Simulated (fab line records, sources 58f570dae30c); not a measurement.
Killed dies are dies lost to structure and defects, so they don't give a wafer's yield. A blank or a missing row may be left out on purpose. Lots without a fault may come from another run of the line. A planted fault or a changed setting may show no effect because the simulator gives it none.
Which tool did it? | flow berkeley_cmos170 | 7 lots, 21 wafers sampled, at 2 steps of a route of 331

WHAT THE GAUGES READ, wafer by wafer
UCB170_SILICIDE_RS_MEAS_02: measures by four-point-probe.
lot  | measured     | on            | SILICIDE_TI_RS (ohm/sq)
L139 | day 8 14:03  | film_metro-03 | 27.0 27.2 26.7
L141 | day 8 21:47  | film_metro-01 | 26.4 26.1 25.8
L142 | day 8 22:17  | film_metro-02 | 26.0 26.0 26.3
L149 | day 10 16:08 | film_metro-02 | 26.7 26.3 26.3
L157 | day 11 23:08 | film_metro-02 | - - - - - -
L159 | day 12 12:41 | film_metro-02 | 26.2 26.4 26.5
L161 | day 12 22:52 | film_metro-01 | 26.8 26.7 26.8

WHICH TOOL RAN EACH LOT (tool, then ch and the chambers of the sampled wafers, then the start)
lot  | UCB170_SILICIDE_SPUTTER_01
L139 | pvd_sputter-02, day 8 14:00
L141 | pvd_sputter-02, day 8 21:46
L142 | pvd_sputter-03, day 8 22:13
L149 | pvd_sputter-03, day 10 16:00
L157 | pvd_sputter-03, day 11 23:07
L159 | pvd_sputter-03, day 12 12:37
L161 | pvd_sputter-02, day 12 22:50
- UCB170_SILICIDE_SPUTTER_01: material Ti, target thk 30 nm, time 25 s.

THE ANSWER, worked out from the rows above alone
Rule: what is usual is taken from the lots themselves. Put in order of their means at a reading, lots are off if they are a third of the lots or fewer, leave a main group of 4 or more, and stand apart from it by a gap of 3 or more times the standard deviation of the main group's means; of several such gaps the widest counts. A main group whose means are all the same, to the digits that the tables above print for the reading, isn't used. A lot without any number at a reading at which 4 lots or more have one is off too. The other lots that the step has rows for count as sound.
Off: L157, at UCB170_SILICIDE_RS_MEAS_02 (SILICIDE_TI_RS). Without a number there: L157. The main group: mean 26.5 ohm/sq, standard deviation 0.32.
A tool fits if, at a process step before that reading, it ran every lot that is off, and no sound lot after the first of them. The gauges at UCB170_SILICIDE_RS_MEAS_02 are tried like those tools. None of those tried fits.

WHAT THE SIMULATOR HAD PUT IN
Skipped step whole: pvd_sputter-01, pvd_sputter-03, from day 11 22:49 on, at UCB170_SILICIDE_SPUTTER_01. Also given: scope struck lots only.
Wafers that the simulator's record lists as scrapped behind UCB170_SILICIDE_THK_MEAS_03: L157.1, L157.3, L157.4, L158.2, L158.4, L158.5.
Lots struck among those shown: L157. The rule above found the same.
